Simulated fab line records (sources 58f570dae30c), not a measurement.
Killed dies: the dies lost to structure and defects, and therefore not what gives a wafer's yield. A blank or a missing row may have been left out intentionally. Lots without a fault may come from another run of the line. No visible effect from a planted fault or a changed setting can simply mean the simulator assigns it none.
fab line records    flow berkeleyCmos170
record: lots: 14  wafers: 42  lastDay: 11
route steps=331 shown PSD@178 NSD@197 SILICIDE@212 M1@238
lots that met no fault: taken from a fault-free run of the same line
startH: hours from the record's first day to the start of the lot's first wafer shown    waitH: hours elapsed since this lot's preceding step    " unchanged from the row above    L1.1+2: one row covering several wafers at once    - no value present, or no start provided    * or withheld: withheld    < > ~ a bound
route shown NAME@n: names a module that has steps shown in the file, with the first one's number in the route    usual: average and standard deviation across the fault-free wafers    same: alike in all rows    chamber/n: place in a boat    sites: the reading at each site    _std_site: how widely they spread, as a standard deviation    _edge_site: outer sites' mean less inner sites'    radiusMm: for every site, how far away it sits from the centre of the wafer    mask NAME#n: copy n    behind: the tool/chamber that last shaped the wafer    hold: the reason the lot was held/the length of the hold in hours/how it ended    device: whichever transistor did not switch (one of n, p or np)    end of line: the route-end tests of the same wafers    a step given without rows: its recipe and nothing more    killed: not the wafer's yield, but the dies lost to structure and defects at the first sort    map: per-die view of a wafer (x killed, . not killed, _ where there is no die)
set.NAME: the run value of the setting; set.NAME@STEP: its run value at that earlier step    model.NAME: the simulator's own value behind a step, which no gauge read
steps of the route over a sample of lots; a table a step, a row a wafer
services: when a tool's chamber went out of use (startH, in hours from the record's first day, below 0 if earlier), for how many hours, and the reason
== steps ==
step: UCB170_PSD_EXPOSE_03
recipe: maskId: PSELECT_MOD  na: 0.5  sigmaOuter: 0.6  sourceShape: conventional  targetCdNm: 1200  doseMj: 30
usual: exposureDoseMJCm2: 29.999/0.03  focusOffsetNm: 0.0/0.52  sigmaOuter: 0.6/0
lot.wafer  tool           chamber  startH  waitH  mask           exposureDoseMJCm2  focusOffsetNm  sigmaOuter
L765.2     krfScanner-01  0        147.82  0.2    PSELECT_MOD#0  30.024             0.4            0.6
L765.4     "              0        "       "      PSELECT_MOD#0  30.006             1.0            0.6
L765.6     "              0        "       "      PSELECT_MOD#0  30.009             0.8            0.6
L763.3     krfScanner-01  0        148.55  0.5    PSELECT_MOD#0  29.999             0.3            0.6
L763.4     "              0        "       "      PSELECT_MOD#0  29.975             0.4            0.6
L763.6     "              0        "       "      PSELECT_MOD#0  30.020             0.3            0.6
L770.1     krfScanner-02  0        175.09  0.1    PSELECT_MOD#0  30.021             -1.6           0.6
L770.3     "              0        "       "      PSELECT_MOD#0  29.998             -0.4           0.6
L770.5     "              0        "       "      PSELECT_MOD#0  29.994             -0.4           0.6
L769.4     krfScanner-01  0        175.39  0.3    PSELECT_MOD#0  30.037             -0.1           0.6
L769.5     "              0        "       "      PSELECT_MOD#0  30.026             -0.4           0.6
L769.6     "              0        "       "      PSELECT_MOD#0  30.076             -0.9           0.6
L771.1     krfScanner-02  0        180.58  0.2    PSELECT_MOD#0  29.975             -0.3           0.6
L771.2     "              0        "       "      PSELECT_MOD#0  29.947             -0.3           0.6
L771.3     "              0        "       "      PSELECT_MOD#0  29.975             0.4            0.6
L772.2     krfScanner-01  0        180.92  0.6    PSELECT_MOD#0  29.903             -0.3           0.6
L772.3     "              0        "       "      PSELECT_MOD#0  29.970             0.4            0.6
L772.5     "              0        "       "      PSELECT_MOD#0  29.963             -1.2           0.6
L774.1     krfScanner-01  0        199.51  0.2    PSELECT_MOD#0  30.017             0.1            0.6
L774.3     "              0        "       "      PSELECT_MOD#0  30.009             0.0            0.6
L774.6     "              0        "       "      PSELECT_MOD#0  29.989             0.2            0.6
L776.1     krfScanner-01  0        203.71  0.2    PSELECT_MOD#0  29.995             -0.3           0.6
L776.3     "              0        "       "      PSELECT_MOD#0  30.030             -0.3           0.6
L776.6     "              0        "       "      PSELECT_MOD#0  30.005             -0.1           0.6
L777.2     krfScanner-01  -        216.94  0.1    PSELECT_MOD#0  -                  -              -
L777.5     "              -        "       "      PSELECT_MOD#0  -                  -              -
L777.6     "              -        "       "      PSELECT_MOD#0  -                  -              -
L778.1     krfScanner-01  -        217.11  0.1    PSELECT_MOD#0  -                  -              -
L778.3     "              -        "       "      PSELECT_MOD#0  -                  -              -
L778.6     "              -        "       "      PSELECT_MOD#0  -                  -              -
L781.1     krfScanner-01  0        229.17  0.1    PSELECT_MOD#0  30.006             0.7            0.6
L781.5     "              0        "       "      PSELECT_MOD#0  30.031             0.5            0.6
L781.6     "              0        "       "      PSELECT_MOD#0  29.994             -0.6           0.6
L784.2     krfScanner-01  0        240.97  0.1    PSELECT_MOD#0  30.011             -0.3           0.6
L784.4     "              0        "       "      PSELECT_MOD#0  30.026             0.1            0.6
L784.5     "              0        "       "      PSELECT_MOD#0  30.017             0.2            0.6
L783.1     krfScanner-02  0        241.20  0.3    PSELECT_MOD#0  29.979             -0.9           0.6
L783.3     "              0        "       "      PSELECT_MOD#0  29.982             -0.3           0.6
L783.4     "              0        "       "      PSELECT_MOD#0  29.961             0.5            0.6
L782.3     krfScanner-01  0        241.48  0.5    PSELECT_MOD#0  30.006             0.1            0.6
L782.5     "              0        "       "      PSELECT_MOD#0  30.044             0.4            0.6
L782.6     "              0        "       "      PSELECT_MOD#0  30.043             0.5            0.6
step: UCB170_NSD_TW_MEAS_10
usual: NSD_TW: 4213/26
lot.wafer  tool          chamber  startH  waitH  NSD_TW
L765.2     filmMetro-04  -        152.65  0.1    4164
L765.4     "             -        "       "      4164
L765.6     "             -        "       "      4155
L763.3     filmMetro-02  -        152.77  0.1    4249
L763.4     "             -        "       "      4247
L763.6     "             -        "       "      4234
L770.1     filmMetro-01  -        177.86  0.1    4206
L770.3     "             -        "       "      4214
L770.5     "             -        "       "      4217
L769.4     filmMetro-01  -        178.48  0.1    4223
L769.5     "             -        "       "      4212
L769.6     "             -        "       "      4190
L771.1     filmMetro-01  -        183.55  0.1    4239
L771.2     "             -        "       "      4185
L771.3     "             -        "       "      4203
L772.2     filmMetro-02  -        183.87  0.1    4265
L772.3     "             -        "       "      4244
L772.5     "             -        "       "      4253
L774.1     filmMetro-02  -        202.05  0.1    4222
L774.3     "             -        "       "      4233
L774.6     "             -        "       "      4214
L776.1     filmMetro-01  -        206.71  0.1    4206
L776.3     "             -        "       "      4218
L776.6     "             -        "       "      4208
L777.2     filmMetro-02  -        221.15  0.1    4191
L777.5     "             -        "       "      4212
L777.6     "             -        "       "      4200
L778.1     filmMetro-04  -        222.05  0.1    4167
L778.3     "             -        "       "      4198
L778.6     "             -        "       "      4208
L781.1     filmMetro-01  -        231.67  0.1    4194
L781.5     "             -        "       "      4212
L781.6     "             -        "       "      4198
L783.1     filmMetro-02  -        246.64  0.1    4245
L783.3     "             -        "       "      4232
L783.4     "             -        "       "      4208
L782.3     filmMetro-02  -        246.76  0.1    4240
L782.5     "             -        "       "      4235
L782.6     "             -        "       "      4237
L784.2     filmMetro-01  -        246.83  0.1    4229
L784.4     "             -        "       "      4193
L784.5     "             -        "       "      4198
step: UCB170_SILICIDE_RS_MEAS_02
recipe: thkMeasGauge: four-point-probe  reads: Ti_of_SILICIDE_SPUTTER_01
usual: SILICIDE_TI_RS: 26.1/0.37
lot.wafer  tool          chamber  startH  waitH  SILICIDE_TI_RS[ohm/sq]
L763.3     filmMetro-03  -        155.90  0.1    25.8
L763.4     "             -        "       "      25.6
L763.6     "             -        "       "      25.5
L765.2     filmMetro-04  -        156.06  0.0    26.0
L765.4     "             -        "       "      25.9
L765.6     "             -        "       "      25.6
L770.1     filmMetro-04  -        179.74  0.0    26.6
L770.3     "             -        "       "      26.1
L770.5     "             -        "       "      26.6
L769.4     filmMetro-01  -        180.25  0.1    26.2
L769.5     "             -        "       "      26.2
L769.6     "             -        "       "      26.6
L771.1     filmMetro-03  -        185.36  0.0    26.0
L771.2     "             -        "       "      25.9
L771.3     "             -        "       "      26.4
L772.2     filmMetro-01  -        185.74  0.0    26.1
L772.3     "             -        "       "      25.8
L772.5     "             -        "       "      25.6
L774.1     filmMetro-03  -        203.80  0.0    25.7
L774.3     "             -        "       "      25.9
L774.6     "             -        "       "      25.6
L776.1     filmMetro-03  -        209.58  0.0    25.8
L776.3     "             -        "       "      25.5
L776.6     "             -        "       "      25.6
L777.2     filmMetro-04  -        223.18  0.0    27.2
L777.5     "             -        "       "      26.6
L777.6     "             -        "       "      26.8
L778.1     filmMetro-04  -        223.71  0.0    25.9
L778.3     "             -        "       "      25.8
L778.6     "             -        "       "      25.9
L781.1     filmMetro-01  -        233.33  0.0    26.3
L781.5     "             -        "       "      26.2
L781.6     "             -        "       "      26.3
L783.1     filmMetro-03  -        248.61  0.0    25.7
L783.3     "             -        "       "      25.8
L783.4     "             -        "       "      25.7
L784.2     filmMetro-01  -        248.96  0.0    26.5
L784.4     "             -        "       "      25.8
L784.5     "             -        "       "      26.4
L782.3     filmMetro-03  -        248.98  0.1    26.0
L782.5     "             -        "       "      25.6
L782.6     "             -        "       "      25.8
step: UCB170_M1_SPUTTER_00
recipe: material: Al  targetThkNm: 600  timeS: 80  powerW: 6000  chamberPressurePa: 0.5
usual: throttleValvePct: 30.4/0.89
lot.wafer  tool           chamber  startH  waitH  throttleValvePct
L763.3     pvdSputter-01  -        161.94  0.0    30.1
L763.4     "              -        "       "      32.6
L763.6     "              -        "       "      30.2
L765.2     pvdSputter-03  -        162.11  0.0    30.2
L765.4     "              -        "       "      30.2
L765.6     "              -        "       "      28.7
L770.1     pvdSputter-04  -        185.39  0.0    30.5
L770.3     "              -        "       "      30.7
L770.5     "              -        "       "      31.0
L769.4     pvdSputter-01  -        186.08  0.0    30.2
L769.5     "              -        "       "      30.0
L769.6     "              -        "       "      30.3
L771.1     pvdSputter-04  -        191.61  0.0    30.7
L771.2     "              -        "       "      30.2
L771.3     "              -        "       "      30.6
L772.2     pvdSputter-03  -        191.82  0.0    30.5
L772.3     "              -        "       "      30.0
L772.5     "              -        "       "      28.4
L774.1     pvdSputter-01  -        211.08  0.0    30.1
L774.3     "              -        "       "      30.2
L774.6     "              -        "       "      30.2
L776.1     pvdSputter-04  -        215.44  0.0    30.6
L776.3     "              -        "       "      30.4
L776.6     "              -        "       "      30.8
L777.2     pvdSputter-03  -        229.50  0.0    28.6
L777.5     "              -        "       "      30.7
L777.6     "              -        "       "      28.8
L778.1     pvdSputter-01  -        230.46  0.0    30.0
L778.3     "              -        "       "      30.3
L778.6     "              -        "       "      30.3
L781.1     pvdSputter-04  -        242.89  0.0    30.5
L781.5     "              -        "       "      30.2
L781.6     "              -        "       "      30.8
L783.1     pvdSputter-03  -        254.71  0.0    30.2
L783.3     "              -        "       "      30.7
L783.4     "              -        "       "      28.5
L782.3     pvdSputter-04  -        255.09  0.0    30.1
L782.5     "              -        "       "      31.0
L782.6     "              -        "       "      30.5
L784.2     pvdSputter-01  -        255.71  0.0    32.3
L784.4     "              -        "       "      30.1
L784.5     "              -        "       "      30.4
== services ==
tool           chamber  startH  hours  kind
krfScanner-02  -        131.87  1.1    repair
pvdSputter-04  -        132.86  1.8    repair
pvdSputter-01  -        140.31  7.0    repair
krfScanner-01  -        145.00  1.0    pm
krfScanner-01  -        155.07  1.3    pm
krfScanner-02  0        159.07  -      calibration
krfScanner-02  -        189.43  0.8    pm
krfScanner-01  0        195.10  -      calibration
krfScanner-02  -        200.22  3.8    repair
krfScanner-02  -        203.98  1.3    pm
krfScanner-01  -        205.28  4.0    pm
pvdSputter-04  -        210.34  3.4    repair
pvdSputter-04  -        217.50  23.0   repair
pvdSputter-03  -        230.79  5.1    repair
krfScanner-01  -        231.39  3.6    pm
krfScanner-01  -        234.94  0.8    pm
== key ==
firstSign: step: UCB170_PSD_EXPOSE_03  reading: toolRecord  direction: missing
effect none on later readings
metAt UCB170_PSD_EXPOSE_03
struckLots L777,L778
sortLeftOut L777.2,L777.5,L777.6,L778.1,L778.3,L778.6
testerLeftOut L777,L778
notActingAt UCB170_NSD_TW_MEAS_10,UCB170_SILICIDE_RS_MEAS_02,UCB170_M1_SPUTTER_00
onsetBetween 203.71 216.94
fault: kind: skippedStepWhole  tool: krfScanner-01  chamber: -  onsetH: 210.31  steps: UCB170_PSD_EXPOSE_03  scope: struckLotsOnly
testerLeftOut: of these lots the tester's yield and bins aren't shown, on N5 and GAA mostly nor the transistor test; their killed dies are dies lost to structure and defects alone, not to doping, threshold or leakage, so they don't give the yield
sortLeftOut: the simulated sort isn't trusted on such a fault, so these wafers' sort isn't shown, and their yield isn't known
